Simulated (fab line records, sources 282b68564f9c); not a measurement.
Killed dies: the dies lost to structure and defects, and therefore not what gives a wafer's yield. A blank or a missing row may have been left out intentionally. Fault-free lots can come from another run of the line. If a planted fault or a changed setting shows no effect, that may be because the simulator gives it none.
Commonality check across tools || flow rit_cmos || Sampled: 15 lots, 54 wafers

THE REASON FOR OPENING IT
RIT_SILICIDE_RS_MEAS_02, reading SILICIDE_TI_RS: flagged on 3 of 15 lots. Fault-free wafers read 47.6 ohm/sq, with a standard deviation of 0.63.
Rule: a lot is flagged in two cases, either no wafer of it has a number, or all its wafers with numbers fall more than 4 standard deviations from that mean. The rest of the lots are taken to be sound.

{"lot": "L564", "measured": "day 3 02:46", "on": "film_metro-04", "SILICIDE_TI_RS (ohm/sq), wafer by wafer": "48.5 47.9 48.8", "flag": ""}
{"lot": "L565", "measured": "day 3 06:06", "on": "film_metro-04", "SILICIDE_TI_RS (ohm/sq), wafer by wafer": "48.1 48.5 47.7", "flag": ""}
{"lot": "L566", "measured": "day 3 13:18", "on": "film_metro-04", "SILICIDE_TI_RS (ohm/sq), wafer by wafer": "48.5 48.3 48.1", "flag": ""}
{"lot": "L567", "measured": "day 3 16:38", "on": "film_metro-02", "SILICIDE_TI_RS (ohm/sq), wafer by wafer": "47.4 47.3 47.9", "flag": ""}
{"lot": "L569", "measured": "day 4 02:50", "on": "film_metro-03", "SILICIDE_TI_RS (ohm/sq), wafer by wafer": "47.1 47.3 47.0", "flag": ""}
{"lot": "L570", "measured": "day 4 10:22", "on": "film_metro-04", "SILICIDE_TI_RS (ohm/sq), wafer by wafer": "48.2 47.8 48.1", "flag": ""}
{"lot": "L571", "measured": "day 4 15:44", "on": "film_metro-04", "SILICIDE_TI_RS (ohm/sq), wafer by wafer": "48.5 48.0 48.4", "flag": ""}
{"lot": "L572", "measured": "day 4 19:28", "on": "film_metro-04", "SILICIDE_TI_RS (ohm/sq), wafer by wafer": "47.5 48.3 48.0", "flag": ""}
{"lot": "L573", "measured": "day 5 01:18", "on": "film_metro-04", "SILICIDE_TI_RS (ohm/sq), wafer by wafer": "47.0 47.1 46.8", "flag": ""}
{"lot": "L575", "measured": "day 5 13:44", "on": "film_metro-04", "SILICIDE_TI_RS (ohm/sq), wafer by wafer": "20.5 20.5 20.3 20.5 20.5 20.3", "flag": "FLAGGED"}
{"lot": "L577", "measured": "day 6 08:39", "on": "film_metro-04", "SILICIDE_TI_RS (ohm/sq), wafer by wafer": "47.5 47.0 48.1", "flag": ""}
{"lot": "L578", "measured": "day 6 09:02", "on": "film_metro-03", "SILICIDE_TI_RS (ohm/sq), wafer by wafer": "48.5 47.7 48.1", "flag": ""}
{"lot": "L580", "measured": "day 6 21:47", "on": "film_metro-03", "SILICIDE_TI_RS (ohm/sq), wafer by wafer": "20.3 20.5 20.4 20.5 20.6 20.5", "flag": "FLAGGED"}
{"lot": "L585", "measured": "day 7 17:51", "on": "film_metro-02", "SILICIDE_TI_RS (ohm/sq), wafer by wafer": "20.2 19.9 20.3 20.3 20.0 20.3", "flag": "FLAGGED"}
{"lot": "L587", "measured": "day 7 22:41", "on": "film_metro-03", "SILICIDE_TI_RS (ohm/sq), wafer by wafer": "47.4 47.5 47.7", "flag": ""}
The numbers of the flagged lots are 20.4 ohm/sq on average: -27.2 ohm/sq against the usual, or -43 standard deviations.

WHICH TOOL EACH LOT WENT THROUGH
The record holds 1 process step before the reading, out of a route of 202 steps. Each cell gives the tool, then ch followed by the chambers the sampled wafers passed through, then the start.
{"lot": "L564", "flag": "", "RIT_SILICIDE_SPUTTER_01": "pvd_sputter-04, day 3 02:33"}
{"lot": "L565", "flag": "", "RIT_SILICIDE_SPUTTER_01": "pvd_sputter-01, day 3 05:56"}
{"lot": "L566", "flag": "", "RIT_SILICIDE_SPUTTER_01": "pvd_sputter-04, day 3 13:09"}
{"lot": "L567", "flag": "", "RIT_SILICIDE_SPUTTER_01": "pvd_sputter-04, day 3 16:29"}
{"lot": "L569", "flag": "", "RIT_SILICIDE_SPUTTER_01": "pvd_sputter-04, day 4 02:39"}
{"lot": "L570", "flag": "", "RIT_SILICIDE_SPUTTER_01": "pvd_sputter-03, day 4 10:13"}
{"lot": "L571", "flag": "", "RIT_SILICIDE_SPUTTER_01": "pvd_sputter-04, day 4 15:35"}
{"lot": "L572", "flag": "", "RIT_SILICIDE_SPUTTER_01": "pvd_sputter-03, day 4 19:16"}
{"lot": "L573", "flag": "", "RIT_SILICIDE_SPUTTER_01": "pvd_sputter-04, day 5 01:08"}
{"lot": "L575", "flag": "FLAGGED", "RIT_SILICIDE_SPUTTER_01": "pvd_sputter-03, day 5 13:07"}
{"lot": "L577", "flag": "", "RIT_SILICIDE_SPUTTER_01": "pvd_sputter-04, day 6 08:29"}
{"lot": "L578", "flag": "", "RIT_SILICIDE_SPUTTER_01": "pvd_sputter-03, day 6 08:53"}
{"lot": "L580", "flag": "FLAGGED", "RIT_SILICIDE_SPUTTER_01": "pvd_sputter-01, day 6 21:19"}
{"lot": "L585", "flag": "FLAGGED", "RIT_SILICIDE_SPUTTER_01": "pvd_sputter-01, day 7 17:23"}
{"lot": "L587", "flag": "", "RIT_SILICIDE_SPUTTER_01": "pvd_sputter-03, day 7 22:29"}
What these steps do:
- RIT_SILICIDE_SPUTTER_01: material Ti, target thk 30 nm, time 240 s.
- RIT_SILICIDE_RS_MEAS_02: measures by four-point-probe.

FLAGGED OVER TOTAL, TOOL BY TOOL (the gauges that took the reading come last)
{"step": "RIT_SILICIDE_SPUTTER_01", "tool": "pvd_sputter-01", "lots run": 3, "flagged": 2, "share of the flagged lots": "some", "sound lots run after its first flagged lot": 0}
{"step": "RIT_SILICIDE_SPUTTER_01", "tool": "pvd_sputter-03", "lots run": 5, "flagged": 1, "share of the flagged lots": "some", "sound lots run after its first flagged lot": "2 (L578,L587)"}
{"step": "RIT_SILICIDE_SPUTTER_01", "tool": "pvd_sputter-04", "lots run": 7, "flagged": 0, "share of the flagged lots": "none", "sound lots run after its first flagged lot": "-"}
{"step": "RIT_SILICIDE_RS_MEAS_02", "tool": "film_metro-02", "lots run": 2, "flagged": 1, "share of the flagged lots": "some", "sound lots run after its first flagged lot": 0}
{"step": "RIT_SILICIDE_RS_MEAS_02", "tool": "film_metro-03", "lots run": 4, "flagged": 1, "share of the flagged lots": "some", "sound lots run after its first flagged lot": "1 (L587)"}
{"step": "RIT_SILICIDE_RS_MEAS_02", "tool": "film_metro-04", "lots run": 9, "flagged": 1, "share of the flagged lots": "some", "sound lots run after its first flagged lot": "1 (L577)"}

WHAT THE TABLE PERMITS
No row of the table ran every flagged lot.

WHAT HAD BEEN PUT IN BY THE SIMULATOR
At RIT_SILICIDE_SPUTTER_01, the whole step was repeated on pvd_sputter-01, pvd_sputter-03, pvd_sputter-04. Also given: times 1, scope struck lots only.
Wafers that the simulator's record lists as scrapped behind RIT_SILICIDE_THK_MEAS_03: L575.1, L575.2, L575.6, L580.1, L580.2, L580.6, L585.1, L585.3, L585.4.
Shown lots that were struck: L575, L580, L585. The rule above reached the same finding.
